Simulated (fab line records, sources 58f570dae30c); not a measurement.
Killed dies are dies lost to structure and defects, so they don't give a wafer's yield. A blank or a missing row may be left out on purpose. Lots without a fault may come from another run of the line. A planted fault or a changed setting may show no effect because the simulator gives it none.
fab line records | flow berkeley_cmos170
record lots=14 wafers=42 last_day=13
route steps=331 shown PWELL@40 ACTIVE@75
lots that met no fault: from a run of the same line without faults
start_h: hours from the record's first day to the start of the lot's first wafer shown | wait_h: hours since the lot's step before | " the same as in the row above | L1.1+2: a row that stands for several wafers | - no value, or no start given | * or withheld: withheld | < > ~ a bound
route shown NAME@n: a module of which the file shows steps, and the number in the route of the first | usual: mean/standard deviation of fault-free wafers | same: alike in all rows | chamber/n: place in a boat | sites: the reading at each site | _std_site: their standard deviation | _edge_site: outer sites' mean less inner sites' | radius_mm: how far each site lies from the wafer's centre | mask NAME#n: copy n | behind: the tool/chamber that last shaped the wafer | hold: why the lot was held/for how many hours/how that ended | device: the transistor (n, p or np) that didn't switch | end of line: the same wafers' tests at the end of the route | a step without rows: its recipe alone | killed: dies lost to structure and defects at the first sort, not the wafer's yield | map: a wafer's dies, x killed, . not, _ none there
set.NAME: the setting as run; set.NAME@STEP: as run at that earlier step | model.NAME: the simulator's own value behind a step, which no gauge read
steps of the route over a sample of lots; a table a step, a row a wafer
services: from which hour (start_h, from the record's first day; less than 0 if before it) a tool's chamber was out of use, for how many hours, and why
## steps
# step UCB170_PWELL_THK_MEAS_06
# recipe reads=Si3N4_of_PWELL_CVD_05
# usual PWELL_NITRIDE_THK=220.5/2.3
# columns lot.wafer tool chamber start_h wait_h PWELL_NITRIDE_THK[nm]
L943.1 film_metro-01 - 57.24 0.1 218.8
L943.3 " - " " 218.6
L943.4 " - " " 219.3
L946.1 film_metro-04 - 71.26 0.0 222.8
L946.3 " - " " 220.8
L946.4 " - " " 220.8
L945.3 film_metro-02 - 71.28 0.0 222.0
L945.5 " - " " 220.3
L945.6 " - " " 221.2
L947.2 film_metro-01 - 71.28 0.0 221.9
L947.3 " - " " 217.7
L947.5 " - " " 221.1
L948.3 film_metro-02 - 90.72 0.0 221.4
L948.4 " - " " 221.9
L948.6 " - " " 221.0
L954.1 film_metro-04 - 111.79 0.1 223.4
L954.2 " - " " 224.0
L954.6 " - " " 223.5
L953.2 film_metro-01 - 111.80 0.1 223.5
L953.4 " - " " 222.4
L953.6 " - " " 222.5
L956.1 film_metro-01 - 133.59 0.0 216.5
L956.2 " - " " 217.1
L956.6 " - " " 215.5
L957.2 film_metro-02 - 133.60 0.0 217.3
L957.3 " - " " 217.1
L957.6 " - " " 220.0
L959.2 film_metro-01 - 138.54 0.0 221.1
L959.3 " - " " 219.5
L959.4 " - " " 218.9
L960.1 film_metro-04 - 149.98 0.0 221.4
L960.2 " - " " 221.1
L960.3 " - " " 219.6
L961.1 film_metro-02 - 149.98 0.0 219.5
L961.2 " - " " 219.1
L961.4 " - " " 220.7
L964.1 film_metro-02 - 163.07 0.0 219.6
L964.4 " - " " 220.8
L964.5 " - " " 220.4
L966.3 film_metro-02 - 170.88 0.0 220.1
L966.4 " - " " 221.4
L966.5 " - " " 222.5
# step UCB170_PWELL_EXPOSE_10
# recipe mask_id=PWELL target_cd_nm=3000 na=0.5 sigma_outer=0.6 source_shape=conventional dose_mj=19
# usual exposure_dose_mJ_cm2=19.001/0.02 focus_offset_nm=0.1/0.49
# columns lot.wafer tool chamber start_h wait_h mask exposure_dose_mJ_cm2 focus_offset_nm
L943.1 krf_scanner-02 0 58.05 0.4 PWELL#0 19.003 -0.1
L943.3 " 0 " " PWELL#0 19.013 0.7
L943.4 " 0 " " PWELL#0 18.993 0.2
L946.1 krf_scanner-01 0 71.77 0.1 PWELL#0 18.998 1.2
L946.3 " 0 " " PWELL#0 18.985 0.9
L946.4 " 0 " " PWELL#0 19.014 0.5
L945.3 krf_scanner-02 0 72.05 0.4 PWELL#0 19.009 -0.1
L945.5 " 0 " " PWELL#0 19.013 0.2
L945.6 " 0 " " PWELL#0 19.002 0.4
L947.2 krf_scanner-01 0 72.31 0.2 PWELL#0 18.991 -0.4
L947.3 " 0 " " PWELL#0 19.002 -0.5
L947.5 " 0 " " PWELL#0 19.021 -0.2
L948.3 krf_scanner-01 0 92.03 0.5 PWELL#0 18.980 0.9
L948.4 " 0 " " PWELL#0 18.994 0.7
L948.6 " 0 " " PWELL#0 18.968 0.4
L953.2 krf_scanner-02 0 113.60 0.2 PWELL#0 19.031 1.5
L953.4 " 0 " " PWELL#0 19.010 0.6
L953.6 " 0 " " PWELL#0 19.000 0.5
L954.1 krf_scanner-02 0 113.69 0.3 PWELL#0 19.018 0.0
L954.2 " 0 " " PWELL#0 18.999 0.7
L954.6 " 0 " " PWELL#0 19.024 0.0
L956.1 krf_scanner-02 0 134.67 0.1 PWELL#0 19.016 -0.3
L956.2 " 0 " " PWELL#0 19.018 0.6
L956.6 " 0 " " PWELL#0 18.998 0.0
L957.2 krf_scanner-01 - 134.93 0.2 PWELL#0 - -
L957.3 " - " " PWELL#0 - -
L957.6 " - " " PWELL#0 - -
L959.2 krf_scanner-01 - 139.62 0.5 PWELL#0 - -
L959.3 " - " " PWELL#0 - -
L959.4 " - " " PWELL#0 - -
L960.1 krf_scanner-02 0 151.46 0.1 PWELL#0 18.977 0.0
L960.2 " 0 " " PWELL#0 19.012 0.0
L960.3 " 0 " " PWELL#0 18.989 0.1
L961.1 krf_scanner-01 0 151.76 0.2 PWELL#0 19.008 -0.7
L961.2 " 0 " " PWELL#0 18.992 0.6
L961.4 " 0 " " PWELL#0 18.974 -0.2
L964.1 krf_scanner-02 0 163.85 0.1 PWELL#0 19.023 -0.5
L964.4 " 0 " " PWELL#0 19.031 -0.1
L964.5 " 0 " " PWELL#0 19.014 0.0
L966.3 krf_scanner-02 0 172.50 0.4 PWELL#0 18.962 0.0
L966.4 " 0 " " PWELL#0 18.986 0.1
L966.5 " 0 " " PWELL#0 19.044 0.0
# step UCB170_PWELL_OVL_MEAS_13
# usual PWELL_OVL=5/5.1
# columns lot.wafer tool chamber start_h wait_h PWELL_OVL[nm]
L943.1 overlay-02 - 58.69 - 13
L943.3 " - " " 7
L943.4 " - " " 14
L946.1 overlay-01 - 72.16 - 3
L946.3 " - " " 3
L946.4 " - " " 9
L945.3 overlay-02 - 72.44 - 8
L945.5 " - " " 2
L945.6 " - " " 16
L947.2 overlay-01 - 72.69 - 14
L947.3 " - " " 6
L947.5 " - " " 8
L948.3 overlay-02 - 93.12 - 13
L948.4 " - " " 12
L948.6 " - " " 9
L953.2 overlay-02 - 114.63 - -3
L953.4 " - " " 3
L953.6 " - " " 8
L954.1 overlay-02 - 114.79 - 3
L954.2 " - " " 6
L954.6 " - " " 0
L956.1 overlay-01 - 135.34 - -1
L956.2 " - " " -4
L956.6 " - " " -1
L957.2 overlay-02 - 135.68 - -
L957.3 " - " " -
L957.6 " - " " -
L959.2 overlay-02 - 140.48 - -
L959.3 " - " " -
L959.4 " - " " -
L960.1 overlay-02 - 152.55 - -1
L960.2 " - " " 3
L960.3 " - " " 6
L961.1 overlay-01 - 152.81 - 9
L961.2 " - " " -3
L961.4 " - " " 13
L964.1 overlay-02 - 164.40 - 2
L964.4 " - " " -5
L964.5 " - " " 6
L966.3 overlay-02 - 173.23 - 5
L966.4 " - " " 0
L966.5 " - " " 3
# step UCB170_ACTIVE_ETCH_15
# recipe chemistry=CH3F/Ar/O2 target=Si3N4 stop_on=SiO2 CH3F_flow_sccm=20 Ar_flow_sccm=50 O2_flow_sccm=7 pressure_mtorr=50 rf_w=450 target_depth_a=2420 over_etch_frac=0.1 time_s=151
# usual CH3F_flow_sccm=20.00/0.064 drypump_motor_current_A=5.9/0.54 oes_product_au=0.947/0.015 throttle_valve_pct=8.04/0.13
# same time_s=151
# columns lot.wafer tool chamber start_h wait_h CH3F_flow_sccm drypump_motor_current_A oes_product_au rf_hours_counter_h throttle_valve_pct
L943.1 rie_diel-02 3 93.41 0.0 20.09 6.5 0.931 136 7.85
L943.3 " 1 " " 19.84 6.6 0.953 165 8.03
L943.4 " 0 " " 20.02 5.9 0.956 114 8.13
L946.1 rie_diel-04 0 111.16 0.0 19.94 5.6 0.932 123 8.19
L946.3 " 1 " " 20.06 5.5 0.980 11 7.93
L946.4 " 2 " " 19.99 6.6 0.934 9 8.14
L947.2 rie_diel-03 3 111.88 0.0 20.00 6.4 0.949 32 7.96
L947.3 " 2 " " 20.13 5.0 0.931 141 7.89
L947.5 " 1 " " 20.00 5.3 0.934 - 8.22
L945.3 rie_diel-04 2 112.18 0.0 19.93 6.6 0.923 9 8.13
L945.5 " 3 " " 19.95 5.3 0.945 - 7.86
L945.6 " 0 " " 19.99 5.6 0.929 - 8.21
L948.3 rie_diel-03 1 138.72 0.1 19.98 5.3 0.944 - 8.21
L948.4 " 3 " " 20.01 6.4 0.963 - 7.97
L948.6 " 1 " " 20.04 5.3 0.947 - 8.23
L954.1 rie_diel-03 0 150.91 0.0 20.00 6.3 0.937 10 7.94
L954.2 " 1 " " 19.98 5.2 0.954 3 8.23
L954.6 " 1 " " 19.95 5.3 0.947 - 8.24
L953.2 rie_diel-04 1 151.02 0.0 20.01 5.5 0.976 13 7.95
L953.4 " 0 " " 20.08 5.6 0.944 124 8.19
L953.6 " 3 " " 20.09 5.3 0.959 - 7.87
L956.1 rie_diel-03 2 167.50 0.0 19.92 5.0 0.940 143 7.92
L956.2 " 0 " " 19.82 6.2 0.936 11 7.93
L956.6 " 1 " " 19.97 5.2 0.945 - 8.23
L960.1 rie_diel-02 0 186.85 0.0 20.03 5.8 0.957 119 8.11
L960.2 " 1 " " 19.90 6.6 0.930 4 8.04
L960.3 " 2 " " 20.02 6.2 0.960 133 8.15
L961.1 rie_diel-04 3 187.02 0.0 19.90 5.3 0.936 49 7.86
L961.2 " 0 " " 19.99 5.6 0.930 126 8.20
L961.4 " 1 " " 19.93 5.5 0.966 14 7.92
L964.1 rie_diel-02 2 192.29 0.0 20.05 6.2 0.962 133 8.14
L964.4 " 0 " " 20.06 5.9 0.964 120 8.13
L964.5 " 3 " " 19.97 6.5 0.937 - 7.89
L966.3 rie_diel-04 2 205.43 0.0 20.03 6.6 0.924 14 8.14
L966.4 " 3 " " 20.04 5.3 0.941 - 7.86
L966.5 " 2 " " 20.15 6.6 0.931 - 8.14
## services
# columns tool chamber start_h hours kind
rie_diel-04 - 37.50 1.2 repair
rie_diel-02 1 42.19 8.1 repair
krf_scanner-02 - 46.34 1.3 pm
krf_scanner-01 - 58.17 0.3 repair
rie_diel-02 3 71.68 5.4 repair
krf_scanner-01 - 78.47 1.3 pm
krf_scanner-02 0 80.48 - calibration
rie_diel-03 0 83.30 2.7 repair
krf_scanner-01 - 84.59 0.8 pm
rie_diel-03 1 85.97 - clean
rie_diel-03 1 85.97 12.8 scheduled_down
krf_scanner-02 - 90.29 0.2 repair
krf_scanner-01 0 102.89 - calibration
krf_scanner-02 - 104.01 0.7 repair
rie_diel-03 1 105.89 2.8 repair
rie_diel-02 0 124.68 3.2 repair
rie_diel-02 2 132.69 4.3 repair
rie_diel-03 0 136.06 2.8 repair
rie_diel-03 2 138.59 14.5 repair
krf_scanner-02 - 168.76 0.8 pm
krf_scanner-01 - 186.31 1.0 pm
krf_scanner-01 - 187.34 0.3 repair
krf_scanner-02 - 188.67 1.0 pm
rie_diel-04 0 199.30 53.6 repair
## key
first_sign step=UCB170_PWELL_EXPOSE_10 reading=tool_record direction=missing
effect none on later readings
met_at UCB170_PWELL_EXPOSE_10
struck_lots L957,L959
later_rows_left_out L957.2,L957.3,L957.6,L959.2,L959.3,L959.4
sort_left_out L957.2,L957.3,L957.6,L959.2,L959.3,L959.4
tester_left_out L957,L959
not_acting_at UCB170_PWELL_THK_MEAS_06,UCB170_PWELL_OVL_MEAS_13,UCB170_ACTIVE_ETCH_15
onset_between 92.03 134.93
fault kind=skipped_step_whole tool=krf_scanner-01 chamber=- onset_h=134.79 steps=UCB170_PWELL_EXPOSE_10 scope=struck_lots_only
# tester_left_out: of these lots the tester's yield and bins aren't shown, on N5 and GAA mostly nor the transistor test; their killed dies are dies lost to structure and defects alone, not to doping, threshold or leakage, so they don't give the yield
# sort_left_out: the simulated sort isn't trusted on such a fault, so these wafers' sort isn't shown, and their yield isn't known
# later_rows_left_out: the simulator's readings of these wafers behind a module that went badly wrong aren't trusted and aren't shown, but for the sort
